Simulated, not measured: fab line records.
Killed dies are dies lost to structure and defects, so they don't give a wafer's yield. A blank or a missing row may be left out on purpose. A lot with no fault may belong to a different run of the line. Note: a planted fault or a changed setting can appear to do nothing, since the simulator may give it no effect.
Struck lot and sound lot, side by side | flow rit cmos | 16 steps out of a route of 202
Sound: wafers L571.1, L571.5, L571.6. Wafers struck: L566.2, L566.3, L566.5. Last of all comes the cause.
Per side, at each step with rows, come the tool, then ch with its chambers, and then its first start. Under that, the readings that differ: sound wafers | struck wafers | difference of the means | sigmas: that difference in standard deviations of wafers without a fault.
alike: a reading whose means differ by less than 2 such deviations, as well as words and numbers matching on both sides. not compared: withheld readings; readings where some wafer has no value; bounds like >300 that might hide an equal value; numbers whose values overlap and for which the record gives no deviation.
The two part at a step that has a row with sigmas, a row that says differs or no value, or rows on one side only. Numbers that don't overlap but have no deviation are shown without sigmas and don't part them. A reading that every wafer of one side lacks parts them only if that side has two wafers or more.

first, 4 steps without rows for these wafers: RIT_PLDD_SOFTBAKE_02 (time 60 s); RIT_PLDD_EXPOSE_03 (exposes mask M8, target cd 40900 nm); RIT_PLDD_PEB_04; RIT_PLDD_DEVELOP_05 (develop time 50 s).
RIT_PLDD_OVL_MEAS_06:
  sound on overlay-02, day 5 15:12; struck on overlay-01, day 4 15:57
  alike: PLDD_OVL
then, 2 steps without rows for these wafers: RIT_PLDD_HARDBAKE_07 (time 60 s); RIT_PLDD_IMPLANT_08.
RIT_PLDD_STRIP_09: strips in O2, time 180 s.
  sound on plasma asher-01 ch 0,1, day 5 15:32; struck on plasma asher-02 ch 0, day 4 16:17
  alike: drypump motor current A
  not compared: rf hours counter h
RIT_PLDD_TW_MEAS_10:
  sound on film metro-03, day 5 15:43; struck on film metro-02, day 4 16:28
  alike: PLDD_TW
then, 3 steps without rows for these wafers: RIT_SPACER_CLEAN_00 (cleans in SC1, time 600 s); RIT_SPACER_CLEAN_01 (cleans in dHF, time 30 s); RIT_SPACER_CLEAN_02 (cleans in SC2, time 600 s).
RIT_SPACER_CVD_03: deposits Si3N4 from SiH2Cl2/NH3, target thk 250 nm, time 3300 s.
  sound on lpcvd-01 ch 1, day 5 16:10; struck on lpcvd-02 ch 0, day 4 16:53
  reading                                  | sound             | struck            | difference | sigmas
  spike tc centre C (C)                    | 812.8 812.7 811.9 | 828.6 826.8 828.3 | +15.4      | +13
  spike tc load C (C)                      | 839.0 838.1 838.1 | 851.1 850.0 850.3 | +12.1      | +8
  spike tc source C (C)                    | 826.5 829.1 827.3 | 848.2 849.8 848.6 | +21.2      | +10
  susceptor temp C (C)                     | 810.0 809.8 810.0 | 825.6 825.2 825.4 | +15.5      | +47
  model.Si3N4_of_SPACER_CVD_03.thk nm (nm) | 247.5 246.9 247   | 321.5 323 322.4   | +75.2      |
  alike: sih2cl2 flow sccm
RIT_SPACER_THK_MEAS_04:
  sound on film metro-04, day 5 18:05; struck on film metro-03, day 4 18:49
  reading                 | sound             | struck            | difference | sigmas
  SPACER_NITRIDE_THK (nm) | 247.4 247.0 247.1 | 321.2 322.7 322.6 | +75.0      | +25
RIT_SPACER_ETCHBACK_05: etches Si3N4 in SF6/CHF3, stops on SiO2, target depth 250 nm, time 240 s.
  sound on rie diel-03 ch 0,2,3, day 5 18:08; struck on rie diel-04 ch 0,2, day 4 18:52
  reading                                  | sound             | struck            | difference | sigmas
  oes product au (a.u.)                    | 0.854 0.819 0.840 | 1.001 0.964 0.995 | +0.149     | +11
  model.etch.depth nm (nm)                 | 247.5 246.9 247   | 310.5 310.4 310.2 | +63.2      |
  model.Si3N4_of_SPACER_CVD_03.thk nm (nm) | 195.7 195.4 195.7 | 252.5 253.6 253.2 | +57.5      |
  alike: drypump motor current A, throttle valve pct
  not compared: rf hours counter h
RIT_M1_PROBE_99:
  sound on prober-01, day 6 05:14; struck on prober-01, day 5 06:07
  reading             | sound   | struck      | difference | sigmas
  killed at front end | 8 15 11 | 218 252 221 | +219       | +66
  killed dies         | 8 15 11 | 218 252 221 | +219       | +66
  killed on rim       | 1 3 2   | 70 70 70    | +68        | +49
  killed short        | 2 10 8  | 1 3 3       | -4         | -2
  alike: killed at contacts, killed open

## WHERE THEY PART
Earliest at RIT_SPACER_CVD_03; latest, in this record, at RIT_M1_PROBE_99.

WHY: the cause the simulator had injected
lpcvd-02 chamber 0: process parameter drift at RIT_SPACER_CVD_03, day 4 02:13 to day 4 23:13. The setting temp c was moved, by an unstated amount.
